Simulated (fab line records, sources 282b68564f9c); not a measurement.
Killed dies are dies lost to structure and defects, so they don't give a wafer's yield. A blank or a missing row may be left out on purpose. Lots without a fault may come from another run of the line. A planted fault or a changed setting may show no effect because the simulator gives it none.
fab line records | flow rit_cmos
record lots=13 wafers=39 last_day=7
route steps=202 shown ACTIVE@12 SPACER@128 PSD@152 SILICIDE@165 M1@202
lots that met no fault: from a run of the same line without faults
start_h: hours from the record's first day to the start of the lot's first wafer shown | wait_h: hours since the lot's step before | " the same as in the row above | L1.1+2: a row that stands for several wafers | - no value, or no start given | * or withheld: withheld | < > ~ a bound
route shown NAME@n: a module of which the file shows steps, and the number in the route of the first | usual: mean/standard deviation of fault-free wafers | same: alike in all rows | chamber/n: place in a boat | sites: the reading at each site | _std_site: their standard deviation | _edge_site: outer sites' mean less inner sites' | radius_mm: how far each site lies from the wafer's centre | mask NAME#n: copy n | behind: the tool/chamber that last shaped the wafer | hold: why the lot was held/for how many hours/how that ended | device: the transistor (n, p or np) that didn't switch | end of line: the same wafers' tests at the end of the route | a step without rows: its recipe alone | killed: dies lost to structure and defects at the first sort, not the wafer's yield | map: a wafer's dies, x killed, . not, _ none there
set.NAME: the setting as run; set.NAME@STEP: as run at that earlier step | model.NAME: the simulator's own value behind a step, which no gauge read
steps of the route over a sample of lots; a table a step, a row a wafer
services: from which hour (start_h, from the record's first day; less than 0 if before it) a tool's chamber was out of use, for how many hours, and why
## steps
# step RIT_ACTIVE_CD_MEAS_11
# recipe target_cd_nm=1400
# usual cd_nm=1400.4/2.4
# columns lot.wafer tool chamber start_h wait_h cd_nm
L991.1 cd_sem-02 - 14.44 - 1401.9
L991.5 " - " " 1398.8
L991.6 " - " " 1402.0
L992.1 cd_sem-02 - 20.42 - 1400.2
L992.4 " - " " 1399.8
L992.5 " - " " 1401.8
L993.1 cd_sem-01 - 24.44 - 1394.2
L993.4 " - " " 1398.6
L993.6 " - " " 1397.8
L994.2 cd_sem-01 - 29.58 - 1402.8
L994.3 " - " " 1402.7
L994.4 " - " " 1402.1
L996.1 cd_sem-01 - 39.56 - 1402.4
L996.2 " - " " 1403.5
L996.3 " - " " 1402.1
L100.2 cd_sem-02 - 61.09 - 1403.0
L100.5 " - " " 1399.9
L100.6 " - " " 1401.8
L101.1 cd_sem-01 - 64.56 - 1398.8
L101.3 " - " " 1399.8
L101.5 " - " " 1396.1
L106.3 cd_sem-02 - 90.51 - 1398.3
L106.5 " - " " 1392.9
L106.6 " - " " 1396.0
L107.1 cd_sem-02 - 94.56 - 1399.5
L107.4 " - " " 1401.7
L107.5 " - " " 1400.5
L108.1 cd_sem-01 - 99.80 - 1399.1
L108.2 " - " " 1399.0
L108.5 " - " " 1397.2
L110.1 cd_sem-02 - 109.94 - 1401.2
L110.2 " - " " 1398.5
L110.4 " - " " 1400.3
L111.1 cd_sem-01 - 115.12 - 1400.0
L111.3 " - " " 1400.9
L111.5 " - " " 1401.7
L114.1 cd_sem-02 - 130.48 - 1404.3
L114.4 " - " " 1402.3
L114.6 " - " " 1405.4
# step RIT_SPACER_CVD_03
# recipe material=Si3N4 target_thk_nm=250 temp_c=810 precursor=SiH2Cl2/NH3 time_s=3300 pressure_mtorr=300 sih2cl2_flow_sccm=60 nh3_flow_sccm=150
# usual spike_tc_centre_C=811.6/1.5 spike_tc_load_C=833/3.9 spike_tc_source_C=834/3
# columns lot.wafer tool chamber start_h wait_h spike_tc_centre_C spike_tc_load_C spike_tc_source_C
L991.1 lpcvd-01 1 45.90 0.0 813.2 837 838
L991.5 " 1 " " 813.6 836 838
L991.6 " 1 " " 814.0 836 839
L992.1 lpcvd-02 0 50.08 0.0 811.0 825 835
L992.4 " 0 " " 810.6 824 833
L992.5 " 0 " " 811.2 822 833
L993.1 lpcvd-01 1 56.09 0.0 812.7 836 838
L993.4 " 1 " " 813.7 837 837
L993.6 " 1 " " 813.5 835 839
L994.2 lpcvd-01 1 58.67 0.0 813.4 836 839
L994.3 " 1 " " 814.8 836 835
L994.4 " 1 " " 813.4 836 837
L996.1 lpcvd-01 0 71.19 0.0 811.0 833 836
L996.2 " 0 " " 812.8 833 834
L996.3 " 0 " " 808.6 832 835
L100.2 lpcvd-02 1 89.75 0.0 811.7 836 832
L100.5 " 1 " " 811.6 835 832
L100.6 " 1 " " 811.9 834 830
L101.1 lpcvd-01 1 98.89 0.6 834.4 857 856
L101.3 " 1 " " 834.0 856 859
L101.5 " 1 " " 833.6 855 857
L106.3 lpcvd-01 0 123.19 0.0 811.8 832 833
L106.5 " 0 " " 811.8 836 833
L106.6 " 0 " " 809.8 834 836
L107.1 lpcvd-02 1 125.56 0.0 810.9 835 829
L107.4 " 1 " " 811.0 835 831
L107.5 " 1 " " 809.6 836 831
L108.1 lpcvd-02 1 131.46 0.0 809.5 834 832
L108.2 " 1 " " 811.2 835 831
L108.5 " 1 " " 812.5 835 831
L110.1 lpcvd-01 0 142.69 0.0 809.7 834 835
L110.2 " 0 " " 812.0 835 834
L110.4 " 0 " " 810.6 832 835
L111.1 lpcvd-02 1 147.81 0.0 808.3 835 830
L111.3 " 1 " " 811.4 835 832
L111.5 " 1 " " 810.4 836 830
L114.1 lpcvd-02 1 166.18 0.1 810.4 835 829
L114.4 " 1 " " 811.3 836 830
L114.6 " 1 " " 810.6 835 831
# step RIT_SPACER_THK_MEAS_04
# recipe reads=Si3N4_of_SPACER_CVD_03
# usual SPACER_NITRIDE_THK=250.9/2.1
# columns lot.wafer tool chamber start_h wait_h SPACER_NITRIDE_THK[nm]
L991.1 film_metro-03 - 47.82 0.0 255.3
L991.5 " - " " 254.4
L991.6 " - " " 255.9
L992.1 film_metro-01 - 52.95 0.0 252.8
L992.4 " - " " 252.9
L992.5 " - " " 249.7
L993.1 film_metro-01 - 58.01 0.0 250.3
L993.4 " - " " 250.2
L993.6 " - " " 248.9
L994.2 film_metro-01 - 60.59 0.0 251.5
L994.3 " - " " 252.3
L994.4 " - " " 251.4
L996.1 film_metro-03 - 73.11 0.0 246.9
L996.2 " - " " 247.9
L996.3 " - " " 248.7
L100.2 film_metro-01 - 91.68 0.0 249.9
L100.5 " - " " 249.3
L100.6 " - " " 252.7
L101.1 film_metro-04 - 100.80 0.0 351.2
L101.3 " - " " 352.4
L101.5 " - " " 353.5
L106.3 film_metro-03 - 125.13 0.0 249.1
L106.5 " - " " 248.8
L106.6 " - " " 247.0
L107.1 film_metro-03 - 127.48 0.0 252.3
L107.4 " - " " 253.6
L107.5 " - " " 252.6
L108.1 film_metro-03 - 133.37 0.0 251.5
L108.2 " - " " 249.2
L108.5 " - " " 249.4
L110.1 film_metro-03 - 144.60 0.0 253.1
L110.2 " - " " 253.2
L110.4 " - " " 252.7
L111.1 film_metro-01 - 149.72 0.0 249.3
L111.3 " - " " 249.7
L111.5 " - " " 249.8
L114.1 film_metro-03 - 168.10 0.0 253.7
L114.4 " - " " 253.1
L114.6 " - " " 252.6
# step RIT_SPACER_ETCHBACK_05
# recipe target_depth_a=2500 SF6_flow_sccm=30 CHF3_flow_sccm=30 target=Si3N4 chemistry=SF6/CHF3 pressure_mtorr=40 rf_w=250 time_s=240 stop_on=SiO2
# usual drypump_motor_current_A=5.6/0.57 oes_product_au=0.847/0.016 throttle_valve_pct=10.27/0.16
# columns lot.wafer tool chamber start_h wait_h drypump_motor_current_A oes_product_au rf_hours_counter_h throttle_valve_pct
L991.1 rie_diel-04 1 47.88 0.1 6.4 0.833 148 10.40
L991.5 " 2 " " 5.2 0.839 - 10.20
L991.6 " 3 " " 4.7 0.882 - 10.45
L992.1 rie_diel-01 0 53.01 0.1 6.1 0.847 5 10.38
L992.4 " 2 " " 5.5 0.853 101 10.32
L992.5 " 2 " " 5.5 0.841 - 10.32
L993.1 rie_diel-02 0 58.07 0.1 5.0 0.844 5 10.07
L993.4 " 2 " " 5.0 0.828 65 10.37
L993.6 " 2 " " 5.0 0.832 - 10.37
L994.2 rie_diel-04 1 60.64 0.0 6.4 0.833 149 10.40
L994.3 " 0 " " 5.7 0.857 2 10.52
L994.4 " 3 " " 4.7 0.862 45 10.46
L996.1 rie_diel-02 0 73.17 0.1 4.9 0.844 5 10.06
L996.2 " 3 " " 6.5 0.825 93 10.28
L996.3 " 1 " " 5.9 0.855 114 10.14
L100.2 rie_diel-02 3 91.73 0.0 6.5 0.828 93 10.30
L100.5 " 3 " " 6.5 0.823 - 10.30
L100.6 " 0 " " 5.0 0.862 - 10.07
L101.1 rie_diel-04 1 100.86 0.1 6.4 0.984 149 10.46
L101.3 " 0 " " 5.7 1.027 3 10.59
L101.5 " 1 " " 6.4 0.983 - 10.43
L106.3 rie_diel-04 0 125.17 0.0 5.7 0.857 4 10.53
L106.5 " 2 " " 5.2 0.817 - 10.17
L106.6 " 1 " " 6.4 0.811 - 10.39
L107.1 rie_diel-01 2 127.54 0.1 5.5 0.841 103 10.31
L107.4 " 1 " " 6.3 0.864 50 9.97
L107.5 " 1 " " 6.3 0.856 - 9.97
L108.1 rie_diel-02 2 133.43 0.1 5.1 0.828 66 10.35
L108.2 " 0 " " 4.9 0.846 6 10.08
L108.5 " 1 " " 5.9 0.865 - 10.15
L110.1 rie_diel-04 2 144.66 0.1 5.2 0.834 35 10.20
L110.2 " 3 " " 4.6 0.868 46 10.46
L110.4 " 1 " " 6.4 0.828 150 10.38
L111.1 rie_diel-04 0 149.78 0.1 5.7 0.857 4 10.52
L111.3 " 3 " " 4.7 0.858 47 10.44
L111.5 " 0 " " 5.7 0.857 - 10.53
L114.1 rie_diel-01 1 168.16 0.1 6.4 0.867 51 9.98
L114.4 " 0 " " 6.1 0.848 8 10.38
L114.6 " 3 " " 5.5 0.864 - 10.24
# step RIT_PSD_TW_MEAS_10
# usual PSD_TW=3460/45
# columns lot.wafer tool chamber start_h wait_h PSD_TW
L991.1 film_metro-01 - 51.07 0.1 3449
L991.5 " - " " 3437
L991.6 " - " " 3447
L992.1 film_metro-01 - 56.08 0.1 3437
L992.4 " - " " 3445
L992.5 " - " " 3449
L993.1 film_metro-02 - 61.38 0.1 3393
L993.4 " - " " 3406
L993.6 " - " " 3398
L994.2 film_metro-04 - 63.78 0.1 3512
L994.3 " - " " 3512
L994.4 " - " " 3504
L996.1 film_metro-04 - 76.10 0.1 3504
L996.2 " - " " 3505
L996.3 " - " " 3503
L100.2 film_metro-02 - 94.67 0.1 3449
L100.5 " - " " 3426
L100.6 " - " " 3447
L106.3 film_metro-04 - 128.32 0.1 3528
L106.5 " - " " 3509
L106.6 " - " " 3521
L107.1 film_metro-01 - 130.74 0.1 3458
L107.4 " - " " 3470
L107.5 " - " " 3474
L108.1 film_metro-01 - 136.36 0.1 3453
L108.2 " - " " 3446
L108.5 " - " " 3447
L110.1 film_metro-04 - 147.74 0.1 3500
L110.2 " - " " 3497
L110.4 " - " " 3513
L111.1 film_metro-02 - 152.88 0.1 3387
L111.3 " - " " 3389
L111.5 " - " " 3393
L114.1 film_metro-02 - 171.09 0.1 3383
L114.4 " - " " 3377
L114.6 " - " " 3379
# step RIT_SILICIDE_RTA_04
# recipe temp_c=650 time_s=10 idle_temp_c=25 ramp_up_s=5 ramp_down_s=5 cool_to_c=25 ambient=N2
# usual wafer_temp_C_max=652.7/1.2
# columns lot.wafer tool chamber start_h wait_h wafer_temp_C_max
L991.1 rtp_anneal-01 0 52.40 0.1 654.0
L991.5 " 0 " " 652.7
L991.6 " 0 " " 654.4
L992.1 rtp_anneal-02 0 57.41 0.1 652.4
L992.4 " 0 " " 651.4
L992.5 " 0 " " 651.8
L993.1 rtp_anneal-01 0 62.70 0.1 653.6
L993.4 " 0 " " 653.4
L993.6 " 0 " " 654.2
L994.2 rtp_anneal-02 0 65.13 0.1 651.6
L994.3 " 0 " " 652.0
L994.4 " 0 " " 651.3
L996.1 rtp_anneal-02 0 77.41 0.1 651.6
L996.2 " 0 " " 651.4
L996.3 " 0 " " 651.0
L100.2 rtp_anneal-02 0 96.04 0.1 651.1
L100.5 " 0 " " 651.2
L100.6 " 0 " " 651.8
L106.3 rtp_anneal-02 0 129.84 0.1 651.7
L106.5 " 0 " " 652.0
L106.6 " 0 " " 651.8
L107.1 rtp_anneal-01 0 132.08 0.1 654.2
L107.4 " 0 " " 654.4
L107.5 " 0 " " 652.8
L108.1 rtp_anneal-02 0 137.67 0.1 651.5
L108.2 " 0 " " 651.7
L108.5 " 0 " " 650.9
L110.1 rtp_anneal-02 0 149.04 0.1 651.1
L110.2 " 0 " " 651.9
L110.4 " 0 " " 651.7
L111.1 rtp_anneal-01 0 154.19 0.1 655.4
L111.3 " 0 " " 654.7
L111.5 " 0 " " 653.5
L114.1 rtp_anneal-01 0 172.44 0.1 652.7
L114.4 " 0 " " 654.5
L114.6 " 0 " " 653.2
# step RIT_M1_PROBE_99
# usual killed_at_M0_to_M3=0.0/0.14 killed_at_contacts=0.1/0.31 killed_at_front_end=7/3.2 killed_dies=7/3.2 killed_on_rim=1.9/1.4 killed_open=3.6/1.9 killed_short=3.6/2
# same gross_dies=264 killed_at_M4_up=0 killed_at_back_side=0 killed_at_other=0
# columns lot.wafer tool chamber start_h wait_h killed_at_M0_to_M3 killed_at_contacts killed_at_front_end killed_dies killed_on_rim killed_open killed_short
L101.1 prober-02 - 111.78 0.1 0 0 264 264 70 1 2
L101.3 prober-02 - 111.88 0.2 0 0 264 264 70 4 2
L101.5 prober-02 - 111.98 0.2 0 0 264 264 70 1 3
# killed by level:class
L101.1 SPACER:area_etchback=261 FOX2:geometric_particle:short=1 GATE:geometric_particle:open=1 SPACER:geometric_particle:short=1
L101.3 SPACER:area_etchback=258 FOX1:geometric_particle:short=2 FOX1:geometric_particle:open=1 GATE:geometric_particle:open=1 REOX:geometric_particle:open=1 SILICIDE:geometric_particle:open=1
L101.5 SPACER:area_etchback=260 FOX2:geometric_particle:short=1 GATE:geometric_particle:open=1 REOX:geometric_particle:short=1 SPACER:geometric_particle:short=1
## services
# columns tool chamber start_h hours kind
rie_diel-04 3 81.63 2.6 repair
rie_diel-02 1 120.62 6.7 repair
rie_diel-01 - 123.80 1.0 repair
rie_diel-01 - 148.09 2.8 pm
rie_diel-04 1 150.03 - clean
rie_diel-04 1 150.03 16.1 scheduled_down
rie_diel-04 1 150.03 16.1 vent_cycle
rie_diel-02 3 155.24 2.3 repair
rtp_anneal-02 - 171.27 1.7 pm
## key
first_sign step=RIT_SPACER_CVD_03 reading=spike_tc_centre_C direction=up sigmas=15 usual=811.6 struck=834.0
effect step=RIT_SPACER_CVD_03 reading=spike_tc_source_C direction=up sigmas=7.6 usual=834 struck=857
effect step=RIT_SPACER_THK_MEAS_04 reading=SPACER_NITRIDE_THK direction=up sigmas=49 usual=250.9 struck=352.4
effect step=RIT_SPACER_ETCHBACK_05 reading=oes_product_au direction=up sigmas=9.3 usual=0.847 struck=0.998
effect step=RIT_M1_PROBE_99 reading=killed_dies direction=up sigmas=81 usual=7 struck=264
more_kills_born_at RIT_SPACER_ETCHBACK_05@rie_diel-04=779
met_at RIT_SPACER_CVD_03
struck_lots L101
struck_wafers L101.1,L101.3,L101.5
later_rows_left_out L101.1,L101.3,L101.5
tester_left_out L101
not_acting_at RIT_ACTIVE_CD_MEAS_11,RIT_PSD_TW_MEAS_10,RIT_SILICIDE_RTA_04
fault kind=process_parameter_drift tool=lpcvd-01 chamber=1 onset_h=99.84 steps=RIT_SPACER_CVD_03 channel=temp_c offset=* shape=step end_h=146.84 acts_in=* stated=*
# tester_left_out: of these lots the tester's yield and bins aren't shown, on N5 and GAA mostly nor the transistor test; their killed dies are dies lost to structure and defects alone, not to doping, threshold or leakage, so they don't give the yield
# later_rows_left_out: the simulator's readings of these wafers behind a module that went badly wrong aren't trusted and aren't shown, but for the sort
